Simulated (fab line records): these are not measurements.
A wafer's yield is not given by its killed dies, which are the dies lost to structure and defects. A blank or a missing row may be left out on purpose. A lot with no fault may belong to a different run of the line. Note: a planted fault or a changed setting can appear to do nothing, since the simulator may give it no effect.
A lot that was struck, set against a sound lot | flow ritCmos | 21 out of 202 route steps
Sound: these wafers, L826.3, L826.5, L826.6. Wafers struck: L829.2, L829.4, L829.5. The cause is named last.
Per side, at each step with rows, come the tool, then ch with its chambers, and then its first start. Under that, the readings that differ: sound wafers | struck wafers | difference of the means | sigmas: that difference in standard deviations of wafers without a fault.
alike: readings whose means differ by less than 2 such deviations, and words and numbers that are the same on both sides. not compared: withheld readings, readings that some wafer has no value for, bounds like >300 that may hide the same value, and numbers for which the record gives no deviation and whose values overlap.
The two part at a step that has a row with sigmas, a row that says differs or no value, or rows on one side only. When numbers do not overlap yet have no deviation, they are printed without sigmas and do not part them. A reading that every wafer of one side lacks parts them only if that side has two wafers or more.

first, 1 step without rows for these wafers: RIT_SILICIDE_WET_ETCH_00 (etches SiO2 in BOE, target depth 14 nm, time 15 s).
RIT_SILICIDE_SPUTTER_01: material Ti, target thk 30 nm, time 240 s.
  sound on pvdSputter-04 at day 3 07:36; struck on pvdSputter-01 at day 4 00:56
  alike: chamberPressurePa, throttleValvePct
RIT_SILICIDE_RS_MEAS_02: measurement is done with a four-point probe.
  sound on filmMetro-03 at day 3 07:47; struck on filmMetro-01 at day 4 01:06
  alike: SILICIDE_TI_RS
RIT_SILICIDE_THK_MEAS_03: measures by xrf.
  sound on filmMetro-03 at day 3 07:53; struck on filmMetro-01 at day 4 01:13
  alike: SILICIDE_TI_THK
RIT_SILICIDE_RTA_04: time 10 s, ramp up 5 s, ramp down 5 s.
  sound on rtpAnneal-02 ch 0, day 3 07:57; struck on rtpAnneal-01 ch 0, day 4 01:16
  alike: annealTempCMax, chamberO2Ppm, wafer_temp_C_max
then, 1 step without rows for these wafers: RIT_SILICIDE_WET_ETCH_05 (etches Ti in SPM, time 120 s).
RIT_SILICIDE_RTA_06: time 10 s, ramp up 5 s, ramp down 10 s.
  sound on rtpAnneal-01 ch 0, day 3 08:04; struck on rtpAnneal-02 ch 0, day 4 01:23
  alike: annealTempCMax, chamberO2Ppm, wafer_temp_C_max
RIT_CONTACT_CVD_00: deposits SiO2 from TEOS, target thk 400 nm, time 61 s.
  sound on pecvd-02 ch 0,1, day 3 08:06; struck on pecvd-02 ch 1,2, day 4 01:26
  alike: heaterPowerW
RIT_CONTACT_THK_MEAS_01:
  sound on filmMetro-02 at day 3 08:10; struck on filmMetro-04 at day 4 01:30
  alike: CONTACT_TEOS_THK
then, 3 steps without rows for these wafers: RIT_CONTACT_HMDS_02 (prime time 60 s); RIT_CONTACT_COAT_03 (resist thk 1000 nm); RIT_CONTACT_SOFTBAKE_04 (time 60 s).
RIT_CONTACT_EXPOSE_05: exposes mask M11, target cd 1000 nm.
  sound on ilineStepper-01 ch 0, day 3 08:50; struck on ilineStepper-01 ch 0, day 4 02:08
reading           | sound                | struck               | difference | sigmas
exposureDoseMJCm2 | 250.28 249.88 250.03 | 238.92 239.15 239.13 | -11.00     | -48
  alike: mask
then, 2 steps without rows for these wafers: RIT_CONTACT_PEB_06; RIT_CONTACT_DEVELOP_07 (develop time 120 s).
RIT_CONTACT_CD_MEAS_08: target cd 1000 nm.
  sound on cdSem-01 at day 3 09:21; struck on cdSem-02 at day 4 02:40
reading   | sound                | struck            | difference | sigmas
cdNm (nm) | 1002.3 1004.3 1003.0 | 986.2 986.8 988.1 | -16.2      | -6
RIT_CONTACT_OVL_MEAS_09:
  sound on overlay-02 at day 3 09:26; struck on overlay-01 at day 4 02:46
  alike: CONTACT_OVL
then, 1 step without rows for these wafers: RIT_CONTACT_HARDBAKE_10 (time 60 s).
RIT_CONTACT_ETCH_11: etches SiO2 in CHF3/CF4/Ar, stops on TiSi2, target depth 480 nm, time 320 s.
  sound on rieDiel-02 ch 2,3, day 3 09:37; struck on rieDiel-01 ch 0,1,3, day 4 02:57
reading                 | sound          | struck        | difference | sigmas
model.CONTACT.cdNm (nm) | 1002 1005 1003 | 986 987 987.6 | -16        | 
  alike: drypumpMotorCurrentA, mfcArSccm, oesProductAu, throttleValvePct
  not compared: rfHoursCounterH
RIT_CONTACT_STRIP_12: strips in O2, time 180 s.
  sound on plasmaAsher-02 ch 0,1, day 3 09:52; struck on plasmaAsher-03 ch 0,1, day 4 03:08
  alike: drypumpMotorCurrentA
  not compared: rfHoursCounterH
RIT_M1_PROBE_99:
  sound on prober-01 at day 3 15:42; struck on prober-02 at day 4 08:26
reading                                | sound             | struck            | difference | sigmas
model.etest.contactToGate.bvRightV (V) | 86.05 88.6 86.89  | 88.82 94.35 92.32 | +4.65      | 
model.etest.contactToGate.bvLeftV (V)  | 88.65 92.11 88.89 | 94.79 93.14 95.04 | +4.44      | 
  alike: killedAtContacts, killedAtFrontEnd, killedDies, killedOpen, killedShort
  not compared: model.etest.nplusSal.widthNm, model.etest.pplusSal.widthNm, model.etest.pwellPinched.rsOhmSq, model.etest.nwellPinched.rsOhmSq, model.etest.nmos_0p15.toxInvNm, model.etest.diodeNplusComb.cjFfUm2

WHERE THEY PART
At RIT_CONTACT_EXPOSE_05 first; at RIT_CONTACT_CD_MEAS_08 last (within this record only). Later steps at which nothing parts them and some readings are alike: RIT_CONTACT_OVL_MEAS_09, RIT_CONTACT_ETCH_11, RIT_CONTACT_STRIP_12, RIT_M1_PROBE_99.

WHY: the cause the simulator had injected
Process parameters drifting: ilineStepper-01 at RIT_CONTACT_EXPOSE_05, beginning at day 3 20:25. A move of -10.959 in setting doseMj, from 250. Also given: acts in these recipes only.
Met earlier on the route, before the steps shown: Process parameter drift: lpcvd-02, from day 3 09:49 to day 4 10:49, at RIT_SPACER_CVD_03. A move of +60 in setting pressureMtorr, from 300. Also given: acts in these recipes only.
